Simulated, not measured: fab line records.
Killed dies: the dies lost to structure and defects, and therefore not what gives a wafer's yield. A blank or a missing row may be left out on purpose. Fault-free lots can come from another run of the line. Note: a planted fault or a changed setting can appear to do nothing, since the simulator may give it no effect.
fab line records	flow rit_cmos
record lots=12	wafers=36	last_day=7
route steps=202 shown NWELL@34 PRETRO@70 CONTACT@179 M1@184
lots that met no fault: taken from a fault-free run of the same line
start_h: start of the lot's first displayed wafer, in hours after the record's first day	wait_h: hours elapsed since this lot's preceding step	" repeats the value in the row above	L1.1+2: one row covering several wafers at once	- value missing, or start not given	* or withheld: withheld	< > ~ a bound
route shown NAME@n: NAME is a module with steps in the file, n the number in the route of the first one	usual: mean/standard deviation taken from wafers without a fault	same: alike in all rows	chamber/n: place in a boat	sites: the reading at each site	_std_site: the values' standard deviation	_edge_site: inner sites' mean taken away from outer sites' mean	radius_mm: how far each site lies from the wafer's centre	mask NAME#n: copy n	behind: the most recent tool/chamber to have shaped the wafer	hold: what put the lot on hold/how long, in hours/how the hold closed	device: whichever transistor did not switch (one of n, p or np)	end of line: tests of these same wafers at the route's end	a step given without rows: its recipe and nothing more	killed: dies lost to structure and defects at the first sort, not the wafer's yield	map: the dies of a wafer, with x for killed, . for not killed, _ for no die there
set.NAME: the setting as run; set.NAME@STEP: as run at that earlier step	model.NAME: the simulator's own value behind a step, which no gauge read
steps of the route over a sample of lots; a table a step, a row a wafer
services: a tool's chamber out of use, with start hour (start_h, from the record's first day; less than 0 if before it), hours out, and reason
## steps
# step RIT_NWELL_OVL_MEAS_06
# usual NWELL_OVL=0.6/1.4
lot.wafer	tool	chamber	start_h	wait_h	NWELL_OVL[nm]
L169.3	overlay-02	-	20.40	-	0.9
L169.4	"	-	"	"	0.8
L169.5	"	-	"	"	0.5
L172.1	overlay-02	-	35.47	-	0.4
L172.3	"	-	"	"	1.7
L172.6	"	-	"	"	0.9
L173.1	overlay-01	-	40.26	-	-0.1
L173.5	"	-	"	"	1.1
L173.6	"	-	"	"	-0.4
L174.1	overlay-01	-	45.39	-	0.5
L174.3	"	-	"	"	-0.2
L174.5	"	-	"	"	-1.4
L177.1	overlay-01	-	70.50	-	0.4
L177.2	"	-	"	"	-1.2
L177.6	"	-	"	"	-0.8
L179.1	overlay-01	-	73.69	-	1.8
L179.4	"	-	"	"	0.8
L179.6	"	-	"	"	0.4
L183.1	overlay-02	-	90.52	-	-0.8
L183.3	"	-	"	"	-2.0
L183.5	"	-	"	"	-1.2
L184.1	overlay-02	-	97.43	-	1.9
L184.5	"	-	"	"	0.7
L184.6	"	-	"	"	1.8
L186.3	overlay-02	-	106.35	-	2.0
L186.5	"	-	"	"	1.7
L186.6	"	-	"	"	2.4
L189.1	overlay-02	-	120.56	-	0.6
L189.2	"	-	"	"	0.9
L189.5	"	-	"	"	0.0
L190.1	overlay-01	-	126.67	-	-0.1
L190.4	"	-	"	"	-0.5
L190.6	"	-	"	"	1.3
L192.1	overlay-01	-	136.32	-	1.8
L192.5	"	-	"	"	-0.1
L192.6	"	-	"	"	1.4
# step RIT_PRETRO_OVL_MEAS_06
# usual PRETRO_OVL=-0.4/1.2
lot.wafer	tool	chamber	start_h	wait_h	PRETRO_OVL[nm]
L169.3	overlay-02	-	30.65	-	-1.0
L169.4	"	-	"	"	-0.5
L169.5	"	-	"	"	-0.9
L172.1	overlay-02	-	46.14	-	-0.7
L172.3	"	-	"	"	-0.7
L172.6	"	-	"	"	-0.2
L173.1	overlay-01	-	50.57	-	2.5
L173.5	"	-	"	"	0.2
L173.6	"	-	"	"	0.2
L174.1	overlay-01	-	56.69	-	0.1
L174.3	"	-	"	"	0.3
L174.5	"	-	"	"	0.4
L177.1	overlay-02	-	81.08	-	-0.8
L177.2	"	-	"	"	-2.0
L177.6	"	-	"	"	0.1
L179.1	overlay-02	-	84.96	-	0.6
L179.4	"	-	"	"	-0.4
L179.6	"	-	"	"	-0.3
L183.1	overlay-02	-	102.14	-	-2.3
L183.3	"	-	"	"	0.9
L183.5	"	-	"	"	-1.3
L184.1	overlay-01	-	107.50	-	0.5
L184.5	"	-	"	"	0.5
L184.6	"	-	"	"	-1.2
L186.3	overlay-01	-	116.93	-	-1.0
L186.5	"	-	"	"	-1.5
L186.6	"	-	"	"	-1.1
L189.1	overlay-01	-	131.34	-	-0.1
L189.2	"	-	"	"	-1.4
L189.5	"	-	"	"	-0.5
L190.1	overlay-01	-	137.01	-	0.1
L190.4	"	-	"	"	-0.3
L190.6	"	-	"	"	-0.1
L192.1	overlay-01	-	147.00	-	-0.5
L192.5	"	-	"	"	-0.4
L192.6	"	-	"	"	-1.3
# step RIT_CONTACT_ETCH_11
# recipe target_depth_a=4800	over_etch_frac=0.2	stop_on=TiSi2	chemistry=CHF3/CF4/Ar	target=SiO2	CHF3_flow_sccm=50	cf4_flow_sccm=10	Ar_flow_sccm=100	O2_flow_sccm=5	pressure_mtorr=100	rf_w=200	time_s=320
# usual CHF3_flow_sccm=50.02/0.14	drypump_motor_current_A=5.51/0.3	oes_product_au=0.990/0.013	rf_fwd_power_W=199.5/0.56	throttle_valve_pct=8.89/0.15
lot.wafer	tool	chamber	start_h	wait_h	CHF3_flow_sccm	drypump_motor_current_A	oes_product_au	rf_fwd_power_W	rf_hours_counter_h	throttle_valve_pct
L169.3	rie_diel-01	2	51.94	0.1	50.12	5.46	0.986	199.8	8	8.99
L169.4	"	0	"	"	50.10	4.86	0.990	199.0	152	8.89
L169.5	"	0	"	"	50.18	4.89	0.992	199.5	-	8.90
L172.1	rie_diel-01	3	68.63	0.1	50.29	5.50	0.987	199.0	2	8.86
L172.3	"	2	"	"	49.89	5.45	0.981	199.4	8	8.98
L172.6	"	2	"	"	50.23	5.44	0.982	199.1	-	8.99
L173.1	rie_diel-03	1	76.48	0.1	50.00	5.29	0.975	199.7	138	8.99
L173.5	"	1	"	"	50.14	5.31	0.981	200.3	-	8.99
L173.6	"	2	"	"	49.90	5.86	0.990	199.7	-	8.81
L174.1	rie_diel-01	0	83.63	0.1	50.01	4.90	0.984	199.9	153	8.90
L174.3	"	1	"	"	50.04	5.60	0.970	199.6	104	9.09
L174.5	"	1	"	"	50.15	5.63	0.973	199.9	-	9.10
L177.1	rie_diel-03	1	102.84	0.1	50.15	5.27	0.980	198.9	139	9.01
L177.2	"	3	"	"	50.19	5.40	1.010	199.9	71	8.85
L177.6	"	3	"	"	49.91	5.41	1.009	200.4	-	8.88
L179.1	rie_diel-03	2	108.46	0.1	50.03	5.91	0.982	199.3	63	8.82
L179.4	"	0	"	"	49.97	5.69	1.007	200.3	89	9.08
L179.6	"	1	"	"	50.10	5.27	0.977	199.4	-	8.98
L183.1	rie_diel-01	3	124.72	0.1	49.79	5.50	0.997	198.1	3	8.84
L183.3	"	0	"	"	50.09	4.88	0.988	199.7	154	8.91
L183.5	"	2	"	"	50.09	5.45	0.980	199.0	-	8.99
L184.1	rie_diel-03	1	127.85	0.1	50.02	5.29	0.977	199.6	140	8.99
L184.5	"	2	"	"	49.90	5.90	0.990	199.5	-	8.82
L184.6	"	3	"	"	49.95	5.39	1.010	199.9	-	8.87
L186.3	rie_diel-04	3	138.84	0.1	49.96	5.34	1.006	199.2	4	8.99
L186.5	"	1	"	"	49.87	6.02	0.961	199.7	-	8.69
L186.6	"	0	"	"	49.92	5.83	0.972	200.0	-	8.61
L189.1	rie_diel-04	1	151.69	0.1	49.88	6.03	0.972	199.0	6	8.69
L189.2	"	0	"	"	49.93	5.81	0.991	199.1	151	8.61
L189.5	"	1	"	"	50.15	6.02	0.964	198.9	-	8.69
L190.1	rie_diel-04	2	158.19	0.1	49.80	5.38	0.995	200.3	45	8.60
L190.4	"	3	"	"	50.03	5.36	1.017	199.3	-	8.98
L190.6	"	2	"	"	49.77	5.35	0.982	201.8	-	8.61
L192.1	rie_diel-03	3	171.34	0.1	50.18	5.36	1.005	199.8	72	8.87
L192.5	"	0	"	"	49.83	5.66	1.001	199.2	-	9.10
L192.6	"	1	"	"	50.45	5.26	0.985	200.4	-	9.00
# step RIT_M1_SPUTTER_00
# recipe material=Al	target_thk_nm=400	power_w=2000	chamber_pressure_pa=0.4	gas=Ar	time_s=500	substrate_temp_c=25
# usual throttle_valve_pct=30.6/1.2
lot.wafer	tool	chamber	start_h	wait_h	throttle_valve_pct
L169.3	pvd_sputter-02	-	52.95	0.0	28.2
L169.4	"	-	"	"	32.5
L169.5	"	-	"	"	31.4
L172.1	pvd_sputter-01	-	69.47	0.0	31.3
L172.3	"	-	"	"	29.8
L172.6	"	-	"	"	29.6
L173.1	pvd_sputter-02	-	77.32	0.0	32.4
L173.5	"	-	"	"	32.3
L173.6	"	-	"	"	28.2
L174.1	pvd_sputter-01	-	84.49	0.0	31.2
L174.3	"	-	"	"	29.8
L174.5	"	-	"	"	31.4
L177.1	pvd_sputter-02	-	103.68	0.0	31.5
L177.2	"	-	"	"	28.2
L177.6	"	-	"	"	32.1
L179.1	pvd_sputter-02	-	109.30	0.0	31.2
L179.4	"	-	"	"	30.2
L179.6	"	-	"	"	31.1
L183.1	pvd_sputter-02	-	125.56	0.0	31.5
L183.3	"	-	"	"	30.1
L183.5	"	-	"	"	32.1
L184.1	pvd_sputter-03	-	128.80	0.0	30.0
L184.5	"	-	"	"	29.8
L184.6	"	-	"	"	31.0
L186.3	pvd_sputter-01	-	139.71	0.0	30.1
L186.5	"	-	"	"	29.3
L186.6	"	-	"	"	31.4
L189.1	pvd_sputter-03	-	152.55	0.0	31.2
L189.2	"	-	"	"	29.7
L189.5	"	-	"	"	30.2
L190.1	pvd_sputter-01	-	159.02	0.0	30.5
L190.4	"	-	"	"	29.7
L190.6	"	-	"	"	30.5
L192.1	pvd_sputter-03	-	172.18	0.0	30.5
L192.5	"	-	"	"	29.9
L192.6	"	-	"	"	30.1
# step RIT_M1_RS_MEAS_01
# recipe thk_meas_gauge=four-point-probe	reads=Al_of_M1_SPUTTER_00
# usual M1_AL_RS=0.0732/0.0011
lot.wafer	tool	chamber	start_h	wait_h	M1_AL_RS[ohm/sq]
L169.3	film_metro-02	-	53.29	0.2	0.0734
L169.4	"	-	"	"	0.0735
L169.5	"	-	"	"	0.0717
L172.1	film_metro-01	-	69.76	0.1	0.0726
L172.3	"	-	"	"	0.0738
L172.6	"	-	"	"	0.0739
L173.1	film_metro-01	-	77.61	0.1	0.0736
L173.5	"	-	"	"	0.0736
L173.6	"	-	"	"	0.0735
L174.1	film_metro-01	-	84.78	0.1	0.0704
L174.3	"	-	"	"	0.0712
L174.5	"	-	"	"	0.0715
L177.1	film_metro-03	-	103.97	0.1	0.0723
L177.2	"	-	"	"	0.0731
L177.6	"	-	"	"	0.0747
L179.1	film_metro-03	-	109.59	0.1	0.0724
L179.4	"	-	"	"	0.0740
L179.6	"	-	"	"	0.0725
L183.1	film_metro-03	-	125.86	0.2	0.0829
L183.3	"	-	"	"	0.0843
L183.5	"	-	"	"	0.0854
L184.1	film_metro-02	-	129.10	0.1	0.0736
L184.5	"	-	"	"	0.0737
L184.6	"	-	"	"	0.0734
L186.3	film_metro-01	-	140.05	0.2	0.0730
L186.5	"	-	"	"	0.0725
L186.6	"	-	"	"	0.0737
L189.1	film_metro-01	-	152.84	0.1	0.0740
L189.2	"	-	"	"	0.0738
L189.5	"	-	"	"	0.0727
L190.1	film_metro-01	-	159.32	0.1	0.0725
L190.4	"	-	"	"	0.0714
L190.6	"	-	"	"	0.0722
L192.1	film_metro-01	-	172.48	0.1	0.0739
L192.5	"	-	"	"	0.0743
L192.6	"	-	"	"	0.0733
# step RIT_M1_THK_MEAS_02
# recipe thk_meas_gauge=xrf	reads=Al_of_M1_SPUTTER_00
# usual M1_AL_THK=408/6.2
lot.wafer	tool	chamber	start_h	wait_h	M1_AL_THK[nm]
L169.3	film_metro-02	-	53.39	0.1	410
L169.4	"	-	"	"	408
L169.5	"	-	"	"	417
L172.1	film_metro-01	-	69.88	0.1	411
L172.3	"	-	"	"	409
L172.6	"	-	"	"	403
L173.1	film_metro-01	-	77.73	0.1	404
L173.5	"	-	"	"	403
L173.6	"	-	"	"	405
L174.1	film_metro-01	-	84.90	0.1	423
L174.3	"	-	"	"	418
L174.5	"	-	"	"	413
L177.1	film_metro-03	-	104.09	0.1	409
L177.2	"	-	"	"	405
L177.6	"	-	"	"	397
L179.1	film_metro-03	-	109.71	0.1	410
L179.4	"	-	"	"	400
L179.6	"	-	"	"	410
L183.1	film_metro-03	-	125.98	0.1	361
L183.3	"	-	"	"	355
L183.5	"	-	"	"	348
L184.1	film_metro-02	-	129.22	0.1	403
L184.5	"	-	"	"	405
L184.6	"	-	"	"	407
L186.3	film_metro-01	-	140.15	0.1	412
L186.5	"	-	"	"	413
L186.6	"	-	"	"	405
L189.1	film_metro-01	-	152.96	0.1	404
L189.2	"	-	"	"	406
L189.5	"	-	"	"	415
L190.1	film_metro-01	-	159.44	0.1	414
L190.4	"	-	"	"	419
L190.6	"	-	"	"	415
L192.1	film_metro-01	-	172.60	0.1	403
L192.5	"	-	"	"	401
L192.6	"	-	"	"	405
# step RIT_M1_METAL_ETCH_12
# recipe stop_on=SiO2	chemistry=Cl2/BCl3	target=Al	time_s=165	over_etch_frac=0.5	pressure_mtorr=100	target_depth_a=6000	rf_w=250	Cl2_flow_sccm=60	bcl3_flow_sccm=50
# usual drypump_motor_current_A=5.9/0.36	oes_product_au=0.767/0.014	rf_fwd_power_W=249.1/0.76	throttle_valve_pct=8.29/0.073
lot.wafer	tool	chamber	start_h	wait_h	drypump_motor_current_A	oes_product_au	rf_fwd_power_W	rf_hours_counter_h	throttle_valve_pct
L169.3	rie_metal-03	1	54.89	0.2	6.0	0.754	248.7	-	8.30
L169.4	"	0	"	"	6.2	0.776	250.9	-	8.35
L169.5	"	0	"	"	6.2	0.795	249.6	-	8.38
L172.1	rie_metal-03	0	71.35	0.2	6.2	0.783	248.8	4.5	8.35
L172.3	"	1	"	"	6.0	0.737	248.8	-	8.29
L172.6	"	1	"	"	6.0	0.754	249.0	-	8.29
L173.1	rie_metal-04	1	79.20	0.2	5.5	0.761	250.2	0.6	8.29
L173.5	"	1	"	"	5.5	0.760	248.7	-	8.31
L173.6	"	0	"	"	6.1	0.767	248.2	-	8.25
L174.1	rie_metal-02	1	86.38	0.2	6.2	0.772	250.6	2.5	8.16
L174.3	"	1	"	"	6.2	0.762	251.1	-	8.15
L174.5	"	1	"	"	6.2	0.766	248.9	-	8.17
L177.1	rie_metal-02	1	105.67	0.2	6.2	0.762	249.5	2.7	8.16
L177.2	"	0	"	"	5.3	0.783	247.6	2.7	8.37
L177.6	"	0	"	"	5.3	0.773	248.5	-	8.38
L179.1	rie_metal-04	0	111.25	0.2	6.2	0.769	250.3	1.3	8.24
L179.4	"	0	"	"	6.2	0.762	249.6	-	8.25
L179.6	"	0	"	"	6.2	0.777	249.9	-	8.21
L183.1	rie_metal-02	1	127.70	0.2	6.2	0.706	251.0	3.1	8.18
L183.3	"	1	"	"	6.2	0.692	250.2	-	8.17
L183.5	"	1	"	"	6.2	0.687	249.3	-	8.17
L184.1	rie_metal-03	1	130.67	0.2	6.0	0.756	248.5	5.2	8.28
L184.5	"	1	"	"	6.0	0.754	249.4	-	8.29
L184.6	"	0	"	"	6.2	0.782	249.3	-	8.37
L186.3	rie_metal-02	1	141.65	0.2	6.2	0.766	249.0	-	8.17
L186.5	"	1	"	"	6.2	0.759	250.0	-	8.17
L186.6	"	0	"	"	5.3	0.772	249.6	-	8.38
L189.1	rie_metal-02	1	154.31	0.2	6.2	0.746	249.0	3.4	8.17
L189.2	"	0	"	"	5.3	0.766	248.7	3.4	8.38
L189.5	"	1	"	"	6.2	0.752	249.2	-	8.18
L190.1	rie_metal-03	1	160.91	0.2	5.9	0.763	248.3	5.6	8.29
L190.4	"	1	"	"	6.0	0.755	250.0	-	8.29
L190.6	"	1	"	"	5.9	0.759	249.4	-	8.31
L192.1	rie_metal-02	1	174.09	0.2	6.2	0.748	249.3	3.6	8.17
L192.5	"	0	"	"	5.3	0.772	248.1	-	8.38
L192.6	"	1	"	"	6.2	0.756	249.7	-	8.15
# step RIT_M1_PROBE_99
# usual defect_limited_yield=97.4/1.1	killed_at_contacts=0.0/0.22	killed_at_front_end=6.9/2.9	killed_dies=7.0/2.9	killed_open=3.5/2	killed_short=3.5/2	sort_bin_3_pad_short=0.1/0.22	sort_bin_5_function=1.4/0.73	sort_bin_6_memory=1.1/0.66	sort_n_pass=257.0/2.9	sort_yield_pct=97.4/1.1
# same gross_dies=264	killed_at_M0_to_M3=0	killed_at_M4_up=0	killed_at_back_side=0	killed_at_other=0
lot.wafer	tool	chamber	start_h	wait_h	defect_limited_yield[%]	killed_at_contacts	killed_at_front_end	killed_dies	killed_open	killed_short	sort_bin_3_pad_short[%]	sort_bin_5_function[%]	sort_bin_6_memory[%]	sort_n_pass	sort_yield_pct[%]
L174.1	prober-01	-	88.72	0.1	96.2	0	10	10	7	3	0	1.5	2.3	254.0	96.2
L174.3	prober-01	-	88.82	0.2	98.1	0	5	5	1	4	0.4	0.8	0.8	259.0	98.1
L174.5	prober-01	-	88.92	0.2	97.0	0	8	8	4	4	0	1.9	1.1	256.0	97.0
L177.1	prober-02	-	107.92	0.1	95.1	0	13	13	9	4	0	2.3	2.7	251.0	95.1
L177.2	prober-02	-	107.97	0.1	97.3	0	7	7	3	4	0.4	1.5	0.8	257.0	97.3
L177.6	prober-02	-	108.17	0.2	98.1	0	5	5	1	4	0	1.5	0.4	259.0	98.1
L179.1	prober-02	-	113.50	0.1	95.1	1	12	13	7	6	0	3.0	1.9	251.0	95.1
L179.4	prober-02	-	113.65	0.2	98.1	0	5	5	2	3	0	1.1	0.8	259.0	98.1
L179.6	prober-02	-	113.75	0.2	96.6	0	9	9	2	7	0.4	1.5	1.5	255.0	96.6
L184.1	prober-01	-	132.94	0.1	98.9	0	3	3	1	2	0	0.8	0.4	261.0	98.9
L184.5	prober-01	-	133.14	0.2	98.1	0	5	5	2	3	0.4	1.1	0.4	259.0	98.1
L184.6	prober-01	-	133.19	0.2	98.1	0	5	5	4	1	0	1.1	0.8	259.0	98.1
L189.1	prober-02	-	156.57	0.1	97.0	0	8	8	4	4	0	2.3	0.8	256.0	97.0
L189.2	prober-02	-	156.62	0.1	97.7	0	6	6	3	3	0	1.9	0.4	258.0	97.7
L189.5	prober-02	-	156.77	0.2	98.1	0	5	5	2	3	0.4	1.5	0	259.0	98.1
# killed by level:class
L174.1 GATE:geometric_particle:open=3 GATE:geometric_particle:short=3 FOX1:geometric_particle:open=2 REOX:geometric_particle:open=2
L174.3 GATE:geometric_particle:short=3 GATE:geometric_particle:open=1 SPACER:geometric_particle:short=1
L174.5 GATE:geometric_particle:short=2 SPACER:geometric_particle:open=2 FOX1:geometric_particle:short=1 FOX1:geometric_particle:open=1 GATE:geometric_particle:open=1 SPACER:geometric_particle:short=1
L177.1 REOX:geometric_particle:open=3 FOX2:geometric_particle:open=2 GATE:geometric_particle:open=2 FOX1:geometric_particle:short=1 FOX1:geometric_particle:open=1 GATE:geometric_particle:short=1 REOX:geometric_particle:short=1 SPACER:geometric_particle:open=1
L177.2 FOX1:geometric_particle:short=2 GATE:geometric_particle:short=2 FOX1:geometric_particle:open=1 FOX2:geometric_particle:open=1 GATE:geometric_particle:open=1
L177.6 REOX:geometric_particle:short=2 FOX1:geometric_particle:open=1 FOX2:geometric_particle:short=1 GATE:geometric_particle:short=1
L179.1 GATE:geometric_particle:open=5 REOX:geometric_particle:short=4 REOX:geometric_particle:open=2 SILICIDE:geometric_particle:short=1 CONTACT:geometric_particle:short=1
L179.4 GATE:geometric_particle:open=2 GATE:geometric_particle:short=1 REOX:geometric_particle:short=1 SPACER:geometric_particle:short=1
L179.6 GATE:geometric_particle:short=3 FOX1:geometric_particle:short=2 SPACER:geometric_particle:short=2 FOX1:geometric_particle:open=1 SPACER:geometric_particle:open=1
L184.1 GATE:geometric_particle:short=2 GATE:geometric_particle:open=1
L184.5 GATE:geometric_particle:open=2 REOX:geometric_particle:short=2 SILICIDE:geometric_particle:short=1
L184.6 REOX:geometric_particle:open=3 REOX:geometric_particle:short=1 SPACER:geometric_particle:open=1
L189.1 GATE:geometric_particle:short=4 FOX1:geometric_particle:open=2 GATE:geometric_particle:open=2
L189.2 FOX1:geometric_particle:short=1 FOX1:geometric_particle:open=1 GATE:geometric_particle:open=1 SPACER:geometric_particle:short=1 SILICIDE:geometric_particle:short=1 SILICIDE:geometric_particle:open=1
L189.5 GATE:geometric_particle:short=3 GATE:geometric_particle:open=1 SILICIDE:geometric_particle:open=1
## services
tool	chamber	start_h	hours	kind
pvd_sputter-03	-	34.38	0.7	repair
rie_diel-04	3	36.94	7.7	repair
rie_metal-04	1	38.57	8.3	repair
pvd_sputter-03	-	51.45	4.5	repair
pvd_sputter-03	-	62.24	0.7	repair
rie_diel-04	0	80.98	5.6	repair
rie_diel-03	2	82.30	8.4	repair
rie_diel-04	3	87.23	8.6	repair
rie_diel-04	-	97.12	0.2	repair
pvd_sputter-03	-	97.53	30.8	repair
pvd_sputter-03	-	103.34	1.7	repair
rie_diel-01	1	105.21	3.9	repair
rie_diel-01	0	131.11	-	clean
rie_diel-01	0	131.11	18.1	scheduled_down
rie_diel-01	0	131.11	18.1	vent_cycle
rie_diel-04	2	131.38	8.2	repair
rie_diel-01	-	148.14	1.6	repair
rie_diel-04	0	155.01	-	clean
## key
first_sign step=RIT_M1_RS_MEAS_01	reading=M1_AL_RS	direction=up	sigmas=10	usual=0.0732	struck=0.0842
effect step=RIT_M1_THK_MEAS_02	reading=M1_AL_THK	direction=down	sigmas=8.7	usual=408	struck=355
effect step=RIT_M1_METAL_ETCH_12	reading=oes_product_au	direction=down	sigmas=5.1	usual=0.767	struck=0.695
met_at RIT_M1_SPUTTER_00
struck_lots L183
not_acting_at RIT_NWELL_OVL_MEAS_06,RIT_PRETRO_OVL_MEAS_06,RIT_CONTACT_ETCH_11
onset_between 109.30 125.56
fault kind=process_parameter_drift	tool=pvd_sputter-02	chamber=-	onset_h=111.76	steps=RIT_M1_SPUTTER_00	channel=time_s	offset=*	shape=step	stated=*
